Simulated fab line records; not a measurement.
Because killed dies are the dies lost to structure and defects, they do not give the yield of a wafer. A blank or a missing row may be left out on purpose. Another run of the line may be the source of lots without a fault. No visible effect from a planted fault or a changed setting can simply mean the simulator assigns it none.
Lot-split experiment    flow berkeley-cmos170    23 wafers read from 5 lots, route of 331 steps

THE SPLIT ITSELF
At UCB170_FIELD_OXIDATION_01 (target thk 558.3 nm, ox time 7200 s), the setting temp-c was moved away from the recipe's 1000 C on 15 of the 23 wafers read, by +1.2% to +2.8%. The other wafers ran this setting at the recipe's value.

FROM THE SPLIT TO THE READING: what the file shows between them, 5 steps
- UCB170_FIELD_THK_MEAS_02
- UCB170_FIELD_ANNEAL_03: time 1200 s
- UCB170_FIELD_WET_ETCH_04: etches SiO2 in dHF, time 60 s
- UCB170_FIELD_WET_ETCH_05: etches Si3N4 in H3PO4, time 12600 s
- UCB170_FIELD_WET_ETCH_06: etches SiO2 in BOE, time 22 s

THE READING
At UCB170_FIELD_THK_MEAS_90: FIELD_OXIDE_LEFT_1_THK, given in nm. Fault-free wafers of this fab line usually give 436 nm, standard deviation 11 nm.

wafer   tool, chamber at the split  temp-c as run, C  against the recipe  FIELD_OXIDE_LEFT_1_THK, nm  against lot-mates on the recipe
L077.1  -, -                        1028              +2.8%               531                         no lot-mate on the recipe
L077.2  -, -                        1028              +2.8%               523                         no lot-mate on the recipe
L077.3  -, -                        1028              +2.8%               522                         no lot-mate on the recipe
L077.5  -, -                        1028              +2.8%               523                         no lot-mate on the recipe
L077.6  -, -                        1028              +2.8%               526                         no lot-mate on the recipe
L079.2  furnace-04, 0               1000              recipe              414                         -
L079.5  furnace-04, 0               1000              recipe              426                         -
L079.6  furnace-04, 0               1000              recipe              429                         -
L083.2  -, -                        1012              +1.2%               485                         no lot-mate on the recipe
L083.3  -, -                        1012              +1.2%               490                         no lot-mate on the recipe
L083.4  -, -                        1012              +1.2%               485                         no lot-mate on the recipe
L083.5  -, -                        1012              +1.2%               484                         no lot-mate on the recipe
L083.6  -, -                        1012              +1.2%               484                         no lot-mate on the recipe
L084.1  -, -                        1000              recipe              441                         -
L084.2  -, -                        1000              recipe              438                         -
L084.3  -, -                        1000              recipe              440                         -
L084.4  -, -                        1000              recipe              442                         -
L084.6  -, -                        1000              recipe              440                         -
L085.1  -, -                        1019              +1.9%               481                         no lot-mate on the recipe
L085.3  -, -                        1019              +1.9%               481                         no lot-mate on the recipe
L085.4  -, -                        1019              +1.9%               480                         no lot-mate on the recipe
L085.5  -, -                        1019              +1.9%               483                         no lot-mate on the recipe
L085.6  -, -                        1019              +1.9%               479                         no lot-mate on the recipe

THE FIT
A straight line over all 23 wafers: FIELD_OXIDE_LEFT_1_THK changes by +30.7 nm for each +1% of temp-c; r = +0.95; the points scatter about the line by 11 nm.
Too few moved wafers have a lot-mate on the recipe to fit a line with each lot's own level taken away.

THE WHOLE CHAIN: every reading that the file lists as answering this split, in the file's order
step                       what it does                         reading                                                                             change (the file's fit)               r (the file's)
UCB170_FIELD_OXIDATION_01  target thk 558.3 nm, ox time 7200 s  SiO2_of_FIELD_OXIDATION_01.thk-nm (the simulator's own value, which no gauge read)  +31.3 nm for each +1% of the setting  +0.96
UCB170_FIELD_THK_MEAS_02                                        FIELD_OXIDE_THK                                                                     +31.4 for each +1% of the setting     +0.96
UCB170_FIELD_THK_MEAS_90                                        FIELD_OXIDE_LEFT_1_THK                                                              +30.6 for each +1% of the setting     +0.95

THE FILE'S OWN FIT
FIELD_OXIDE_LEFT_1_THK changes by +30.6 nm for each +1% of temp-c, r = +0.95.
